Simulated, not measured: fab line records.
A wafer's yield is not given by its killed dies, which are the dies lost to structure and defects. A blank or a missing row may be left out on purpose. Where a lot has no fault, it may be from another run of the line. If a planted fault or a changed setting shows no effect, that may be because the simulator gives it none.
fab line records	flow ritCmos
record lots=5	wafers=23
route steps=202 shown PSD@149 PLDD@159 NLDD@160 CONTACT@171 M1@188
startH: hours from the record's first day to the start of the lot's first wafer shown	waitH: how many hours have passed since the lot's step before this one	" as in the row above	L1.1+2: several wafers, shown together as one row	- no value present, or no start provided	* or withheld: withheld	< > ~ a bound
route shown NAME@n: a module of which the file shows steps, and the number in the route of the first	usual: average and standard deviation across the fault-free wafers	same: alike in all rows	chamber/n: place in a boat	sites: the reading at each site	_std_site: standard deviation of those values	_edge_site: the outer-site mean with the inner-site mean subtracted	radiusMm: for every site, how far away it sits from the centre of the wafer	mask NAME#n: copy n	behind: the last tool/chamber to shape the wafer	hold: cause of the lot's hold/its duration in hours/its outcome	device: the n, p or np transistor that did not switch	end of line: tests of these same wafers at the route's end	where a step has no rows: the recipe by itself	killed: dies lost to structure and defects at the first sort, not the wafer's yield	map: the dies of a wafer, with x for killed, . for not killed, _ for no die there
set.NAME: the setting as run; set.NAME@STEP: as run at that earlier step	model.NAME: the simulator's own value behind a step, which no gauge read
lots whose settings were changed on purpose; a table a step, a row a wafer
## steps
# step RIT_PSD_HARDBAKE_07
# recipe resist=NOVOLAK	tempC=140	timeS=60
lot.wafer	tool	chamber	startH	waitH	set.tempC	set.resistThkNm@PSD_COAT_01	model.NOVOLAK_of_PSD_COAT_01.thkNm
L074.1	lithoTrack-01	0	54.53	0.0	140	1000	884
L074.2	"	0	"	"	140	1000	882.2
L074.3	"	0	"	"	140	1000	887
L074.4	"	0	"	"	140	1000	880.4
L074.6	"	0	"	"	140	1000	886.3
L076.1	lithoTrack-03	0	64.73	0.0	137.4	1055	938.6
L076.2	"	0	"	"	140	1000	885.3
L076.3	"	0	"	"	137.4	1000	887.9
L076.5	"	0	"	"	140	1000	887.8
L076.6	"	0	"	"	140	1055	934.3
L080.2	lithoTrack-02	0	86.63	0.1	140	1000	886.7
L080.3	"	0	"	"	140	1000	886.5
L080.6	"	0	"	"	140	1000	885.2
L083.1	lithoTrack-03	0	101.48	0.0	140	1044	928
L083.2	"	0	"	"	140	1044	926.5
L083.3	"	0	"	"	140	1000	887.7
L083.5	"	0	"	"	140	1044	928.1
L083.6	"	0	"	"	140	1000	888.4
L084.2	lithoTrack-02	0	105.47	0.0	140	1000	888.1
L084.3	"	0	"	"	137.4	1041	928.5
L084.4	"	0	"	"	137.4	1041	927.8
L084.5	"	0	"	"	140	1041	922.9
L084.6	"	0	"	"	140	1000	886.7
# step RIT_PSD_IMPLANT_08
# recipe species=BF2	energyKev=27.23	doseCm2=5e+15	tiltDeg=7
# step RIT_PSD_STRIP_09
# recipe chemistry=O2	timeS=180	resist=NOVOLAK	platenTempC=withheld	powerW=500	pressureMtorr=4000	o2FlowSccm=4000
# step RIT_SDANNEAL_RS_MEAS_06
# recipe thkMeasGauge=four-point-probe
# usual PLDD_RS=178.9/0.51
lot.wafer	tool	chamber	startH	waitH	set.doseCm2@PLDD_IMPLANT_08	PLDD_RS[ohm/sq]
L074.1	filmMetro-03	-	55.73	0.1	9e+14	179.1
L074.2	"	-	"	"	9e+14	179.2
L074.3	"	-	"	"	9e+14	178.7
L074.4	"	-	"	"	9.211e+14	176.8
L074.6	"	-	"	"	9.211e+14	177.1
L076.1	filmMetro-03	-	65.93	0.1	8.377e+14	184.3
L076.2	"	-	"	"	9e+14	178.5
L076.3	"	-	"	"	9e+14	177.9
L076.5	"	-	"	"	8.377e+14	184.7
L076.6	"	-	"	"	9e+14	177.8
L080.2	filmMetro-04	-	87.87	0.1	9e+14	178.2
L080.3	"	-	"	"	9e+14	178.1
L080.6	"	-	"	"	9e+14	178.2
L083.1	filmMetro-03	-	102.68	0.1	9e+14	178.9
L083.2	"	-	"	"	9.378e+14	175.8
L083.3	"	-	"	"	9.378e+14	175.4
L083.5	"	-	"	"	9.378e+14	176.2
L083.6	"	-	"	"	9e+14	179.3
L084.2	filmMetro-03	-	106.66	0.1	9.242e+14	177.2
L084.3	"	-	"	"	9.242e+14	176.8
L084.4	"	-	"	"	9e+14	179.0
L084.5	"	-	"	"	9e+14	179.2
L084.6	"	-	"	"	9e+14	179.3
# step RIT_SDANNEAL_RS_MEAS_07
# recipe thkMeasGauge=four-point-probe
# usual NLDD_RS=151.7/0.38
lot.wafer	tool	chamber	startH	waitH	set.doseCm2@NLDD_IMPLANT_08	NLDD_RS[ohm/sq]
L074.1	filmMetro-03	-	55.85	0.1	5.364e+14	144.1
L074.2	"	-	"	"	5e+14	151.9
L074.3	"	-	"	"	5.364e+14	143.9
L074.4	"	-	"	"	5e+14	152.1
L074.6	"	-	"	"	5.364e+14	143.6
L076.1	filmMetro-03	-	66.05	0.1	5.299e+14	144.7
L076.2	"	-	"	"	5e+14	151.2
L076.3	"	-	"	"	5.299e+14	144.5
L076.5	"	-	"	"	5e+14	151.1
L076.6	"	-	"	"	5.299e+14	144.6
L080.2	filmMetro-04	-	87.99	0.1	5e+14	151.2
L080.3	"	-	"	"	5e+14	151.4
L080.6	"	-	"	"	5e+14	151.2
L083.1	filmMetro-03	-	102.80	0.1	4.738e+14	158.7
L083.2	"	-	"	"	5e+14	151.7
L083.3	"	-	"	"	4.738e+14	158.4
L083.5	"	-	"	"	4.738e+14	158.3
L083.6	"	-	"	"	5e+14	152.0
L084.2	filmMetro-03	-	106.78	0.1	5.225e+14	146.3
L084.3	"	-	"	"	5.225e+14	146.6
L084.4	"	-	"	"	5.225e+14	146.6
L084.5	"	-	"	"	5e+14	152.4
L084.6	"	-	"	"	5e+14	151.6
# step RIT_CONTACT_COAT_03
# recipe resist=NOVOLAK	spinRpm=3250	resistThkNm=1000
lot.wafer	tool	chamber	startH	waitH	set.resistThkNm	model.NOVOLAK_of_CONTACT_COAT_03.thkNm
L074.1	lithoTrack-03	0	56.74	0.1	1000	1000
L074.2	"	0	"	"	1000	1002
L074.3	"	0	"	"	946	945.5
L074.4	"	0	"	"	1000	999.4
L074.6	"	0	"	"	946	946.2
L076.1	lithoTrack-04	0	66.95	0.1	1000	1000
L076.2	"	0	"	"	1000	999.5
L076.3	"	0	"	"	945.7	946.2
L076.5	"	0	"	"	1000	1001
L076.6	"	0	"	"	945.7	949
L080.2+3	lithoTrack-03	0	88.89	0.1	1000	1003
L080.6	"	0	"	"	1000	1004
L083.1+3+6	lithoTrack-03	0	103.70	0.1	1000	1001
L083.2	"	0	"	"	1000	1005
L083.5	"	0	"	"	1000	998
L084.2	lithoTrack-02	0	107.69	0.1	1021	1020
L084.3	"	0	"	"	1000	1000
L084.4	"	0	"	"	1000	1001
L084.5	"	0	"	"	1021	1023
L084.6	"	0	"	"	1000	999.9
# step RIT_CONTACT_DEVELOP_07
# recipe resist=NOVOLAK	developTimeS=120	devTempC=23
lot.wafer	tool	chamber	startH	waitH	set.developTimeS
L074.1+2+3+4+6	lithoTrack-03	0	-	-	120
L076.1+2+3+5+6	lithoTrack-04	0	-	-	120
L080.2+3+6	lithoTrack-03	0	-	-	120
L083.1+3+6	lithoTrack-03	0	-	-	127.1
L083.2+5	"	0	"	"	120
L084.2+4	lithoTrack-03	0	-	-	120
L084.3+5+6	"	0	"	"	133.6
# step RIT_CONTACT_HARDBAKE_10
# recipe resist=NOVOLAK	tempC=140	timeS=60
lot.wafer	tool	chamber	startH	waitH	set.resistThkNm@CONTACT_COAT_03	model.NOVOLAK_of_CONTACT_COAT_03.thkNm
L074.1	lithoTrack-02	0	57.72	0.0	1000	883.6
L074.2	"	0	"	"	1000	885.3
L074.3	"	0	"	"	946	835.7
L074.4	"	0	"	"	1000	882.7
L074.6	"	0	"	"	946	836.3
L076.1	lithoTrack-04	0	68.12	0.0	1000	883.7
L076.2	"	0	"	"	1000	882.8
L076.3	"	0	"	"	945.7	836.3
L076.5	"	0	"	"	1000	884.4
L076.6	"	0	"	"	945.7	838.7
L080.2	lithoTrack-03	0	89.86	0.0	1000	886.1
L080.3	"	0	"	"	1000	886
L080.6	"	0	"	"	1000	886.4
L083.1+6	lithoTrack-04	0	104.83	0.1	1000	884.2
L083.2	"	0	"	"	1000	887.9
L083.3	"	0	"	"	1000	884.5
L083.5	"	0	"	"	1000	881.6
L084.2	lithoTrack-04	0	108.78	0.0	1021	901
L084.3	"	0	"	"	1000	883.3
L084.4	"	0	"	"	1000	884.2
L084.5	"	0	"	"	1021	903.1
L084.6	"	0	"	"	1000	883.2
# step RIT_M1_COAT_04
# recipe resist=NOVOLAK	spinRpm=2000	resistThkNm=1300
lot.wafer	tool	chamber	startH	waitH	set.resistThkNm	model.NOVOLAK_of_M1_COAT_04.thkNm
L074.1+6	lithoTrack-03	0	59.38	0.1	1300	1305
L074.2	"	0	"	"	1300	1304
L074.3	"	0	"	"	1271	1277
L074.4	"	0	"	"	1271	1272
L076.1	lithoTrack-04	0	69.74	0.1	1300	1298
L076.2	"	0	"	"	1300	1305
L076.3	"	0	"	"	1300	1295
L076.5	"	0	"	"	1300	1300
L076.6	"	0	"	"	1300	1299
L080.2	lithoTrack-04	0	91.90	0.1	1300	1297
L080.3	"	0	"	"	1300	1301
L080.6	"	0	"	"	1300	1302
L083.1	lithoTrack-03	0	106.46	0.1	1375	1380
L083.2+3	"	0	"	"	1300	1305
L083.5	"	0	"	"	1300	1306
L083.6	"	0	"	"	1375	1382
L084.2	lithoTrack-01	0	110.41	0.1	1259	1255
L084.3+6	"	0	"	"	1259	1256
L084.4	"	0	"	"	1300	1297
L084.5	"	0	"	"	1300	1296
# step RIT_M1_EXPOSE_06
# recipe maskId=M12	na=0.6	sourceShape=conventional	sigmaOuter=0.5	targetCdNm=2600	doseMj=250
lot.wafer	tool	chamber	startH	waitH	mask	set.doseMj
L074.1+6	ilineStepper-02	0	59.68	0.1	M12#0	257.7
L074.2+3+4	"	0	"	"	M12#0	250
L076.1+3+6	ilineStepper-01	0	70.17	0.2	M12#0	231.8
L076.2+5	"	0	"	"	M12#0	250
L080.2+3+6	ilineStepper-01	0	92.32	0.2	M12#0	250
L083.1+5	ilineStepper-02	0	106.76	0.1	M12#0	250
L083.2+3+6	"	0	"	"	M12#0	266.1
L084.2+6	ilineStepper-02	0	110.81	0.2	M12#0	250
L084.3+4+5	"	0	"	"	M12#0	243.1
# step RIT_M1_PEB_07
# recipe resist=NOVOLAK	tempC=withheld	timeS=withheld
# step RIT_M1_DEVELOP_08
# recipe resist=NOVOLAK	developTimeS=68	devTempC=23
# step RIT_M1_CD_MEAS_09
# recipe targetCdNm=2600
# usual cdNm=2599.7/1.7
lot.wafer	tool	chamber	startH	waitH	set.doseMj@M1_EXPOSE_06	cdNm
L074.1	cdSem-02	-	60.11	-	257.7	2591.4
L074.2	"	-	"	"	250	2599.7
L074.3	"	-	"	"	250	2596.8
L074.4	"	-	"	"	250	2596.6
L074.6	"	-	"	"	257.7	2589.9
L076.1	cdSem-02	-	70.60	-	231.8	2620.9
L076.2	"	-	"	"	250	2600.0
L076.3	"	-	"	"	231.8	2619.9
L076.5	"	-	"	"	250	2598.4
L076.6	"	-	"	"	231.8	2619.0
L080.2	cdSem-02	-	92.80	-	250	2599.3
L080.3	"	-	"	"	250	2598.7
L080.6	"	-	"	"	250	2598.3
L083.1	cdSem-02	-	107.19	-	250	2605.6
L083.2	"	-	"	"	266.1	2580.2
L083.3	"	-	"	"	266.1	2581.3
L083.5	"	-	"	"	250	2597.5
L083.6	"	-	"	"	266.1	2588.2
L084.2	cdSem-02	-	111.30	-	250	2598.6
L084.3	"	-	"	"	243.1	2605.2
L084.4	"	-	"	"	243.1	2607.4
L084.5	"	-	"	"	243.1	2608.4
L084.6	"	-	"	"	250	2596.3
# step RIT_M1_HARDBAKE_11
# recipe resist=NOVOLAK	tempC=140	timeS=120
lot.wafer	tool	chamber	startH	waitH	set.resistThkNm@M1_COAT_04	model.NOVOLAK_of_M1_COAT_04.thkNm
L074.1+6	lithoTrack-04	0	60.27	0.0	1300	1141
L074.2	"	0	"	"	1300	1140
L074.3	"	0	"	"	1271	1117
L074.4	"	0	"	"	1271	1113
L076.1	lithoTrack-01	0	70.76	0.0	1300	1135
L076.2	"	0	"	"	1300	1141
L076.3	"	0	"	"	1300	1133
L076.5	"	0	"	"	1300	1137
L076.6	"	0	"	"	1300	1136
L080.2	lithoTrack-03	0	92.98	0.1	1300	1135
L080.3	"	0	"	"	1300	1137
L080.6	"	0	"	"	1300	1138
L083.1	lithoTrack-01	0	107.35	0.0	1375	1206
L083.2+3+5	"	0	"	"	1300	1142
L083.6	"	0	"	"	1375	1208
L084.2	lithoTrack-01	0	111.50	0.1	1259	1098
L084.3+6	"	0	"	"	1259	1099
L084.4	"	0	"	"	1300	1135
L084.5	"	0	"	"	1300	1133
# step RIT_M1_METAL_ETCH_12
# recipe stopOn=SiO2	chemistry=Cl2/BCl3	target=Al	timeS=165	overEtchFrac=0.5	pressureMtorr=100	targetDepthA=6000	rfW=242.8	Cl2_flow_sccm=60	bcl3FlowSccm=50
lot.wafer	tool	chamber	startH	waitH	set.resistThkNm@M1_COAT_04	set.doseMj@M1_EXPOSE_06	model.NOVOLAK_of_M1_COAT_04.thkNm	model.M1.cdNm
L074.1	rieMetal-01	0	60.52	0.2	1300	257.7	826.4	2591
L074.2	"	1	"	"	1300	250	806.3	2603
L074.3	"	0	"	"	1271	250	802.1	2598
L074.4	"	1	"	"	1271	250	777.5	2600
L074.6	"	1	"	"	1300	257.7	805.9	2593
L076.1	rieMetal-03	1	71.01	0.2	1300	231.8	809.6	2623
L076.2	"	1	"	"	1300	250	812.7	2603
L076.3	"	1	"	"	1300	231.8	807	2622
L076.5	"	1	"	"	1300	250	812.7	2600
L076.6	"	1	"	"	1300	231.8	807.7	2621
L080.2	rieMetal-01	1	93.19	0.2	1300	250	803.6	2602
L080.3	"	1	"	"	1300	250	805.4	2602
L080.6	"	1	"	"	1300	250	803.8	2599
L083.1	rieMetal-01	1	107.60	0.2	1375	250	875.1	2607
L083.2	"	1	"	"	1300	266.1	816.1	2582
L083.3	"	1	"	"	1300	266.1	813.4	2582
L083.5	"	1	"	"	1300	250	818.3	2599
L083.6	"	1	"	"	1375	266.1	877.6	2590
L084.2	rieMetal-02	0	111.71	0.2	1259	250	763.7	2597
L084.3	"	0	"	"	1259	243.1	765.2	2604
L084.4	"	1	"	"	1300	243.1	814.6	2606
L084.5	"	1	"	"	1300	243.1	813.2	2607
L084.6	"	0	"	"	1259	250	766.8	2595
# step RIT_M1_STRIP_13
# recipe chemistry=nmp	resist=NOVOLAK	tempC=80	timeS=600	dry=n2Spin
# step RIT_M1_STRIP_14
# recipe chemistry=O2	timeS=180	platenTempC=withheld	powerW=500	pressureMtorr=4000	o2FlowSccm=4000
# step RIT_M1_CD_MEAS_90
# recipe targetCdNm=2600
# usual cdNm=2600.5/2.5
lot.wafer	tool	chamber	startH	waitH	set.doseMj@M1_EXPOSE_06	cdNm
L074.1	cdSem-01	-	61.03	0.1	257.7	2591.0
L074.2	"	-	"	"	250	2602.3
L074.3	"	-	"	"	250	2597.4
L074.4	"	-	"	"	250	2599.8
L074.6	"	-	"	"	257.7	2592.5
L076.1	cdSem-02	-	71.68	0.1	231.8	2622.7
L076.2	"	-	"	"	250	2602.7
L076.3	"	-	"	"	231.8	2621.9
L076.5	"	-	"	"	250	2600.2
L076.6	"	-	"	"	231.8	2621.6
L080.2	cdSem-02	-	93.72	0.1	250	2601.7
L080.3	"	-	"	"	250	2601.6
L080.6	"	-	"	"	250	2599.4
L083.1	cdSem-01	-	108.28	0.1	250	2607.2
L083.2	"	-	"	"	266.1	2581.9
L083.3	"	-	"	"	266.1	2582.1
L083.5	"	-	"	"	250	2598.7
L083.6	"	-	"	"	266.1	2590.2
L084.2	cdSem-01	-	112.24	0.1	250	2596.5
L084.3	"	-	"	"	243.1	2604.3
L084.4	"	-	"	"	243.1	2605.4
L084.5	"	-	"	"	243.1	2607.1
L084.6	"	-	"	"	250	2594.9
## key
split step=RIT_PSD_HARDBAKE_07	setting=tempC	stated=140	by=wafer
response none clear
split step=RIT_CONTACT_COAT_03	setting=resistThkNm	stated=1000	by=wafer
response step=RIT_CONTACT_COAT_03	reading=model.NOVOLAK_of_CONTACT_COAT_03.thkNm	change=+9.94	per=1%	r=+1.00
response step=RIT_CONTACT_HARDBAKE_10	reading=model.NOVOLAK_of_CONTACT_COAT_03.thkNm	change=+8.69	per=1%	r=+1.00
split step=RIT_CONTACT_DEVELOP_07	setting=developTimeS	stated=120	by=wafer
response none clear
split step=RIT_M1_COAT_04	setting=resistThkNm	stated=1300	by=wafer
response step=RIT_M1_COAT_04	reading=model.NOVOLAK_of_M1_COAT_04.thkNm	change=+13	per=1%	r=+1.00
response step=RIT_M1_HARDBAKE_11	reading=model.NOVOLAK_of_M1_COAT_04.thkNm	change=+11.2	per=1%	r=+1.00
response step=RIT_M1_METAL_ETCH_12	reading=model.NOVOLAK_of_M1_COAT_04.thkNm	change=+11.5	per=1%	r=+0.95
split step=RIT_M1_EXPOSE_06	setting=doseMj	stated=250	by=wafer
response step=RIT_M1_CD_MEAS_09	reading=cdNm	change=-2.84	per=1%	r=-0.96
response step=RIT_M1_METAL_ETCH_12	reading=model.M1.cdNm	change=-2.86	per=1%	r=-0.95
response step=RIT_M1_CD_MEAS_90	reading=cdNm	change=-2.86	per=1%	r=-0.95
split outsideThisFile step=RIT_NLDD_IMPLANT_08 setting=doseCm2
split outsideThisFile step=RIT_PLDD_IMPLANT_08 setting=doseCm2
split outsideThisFile step=RIT_PSD_COAT_01 setting=resistThkNm
# split outsideThisFile: this setting was split too, and the file shows its column; the key of that split is in another file
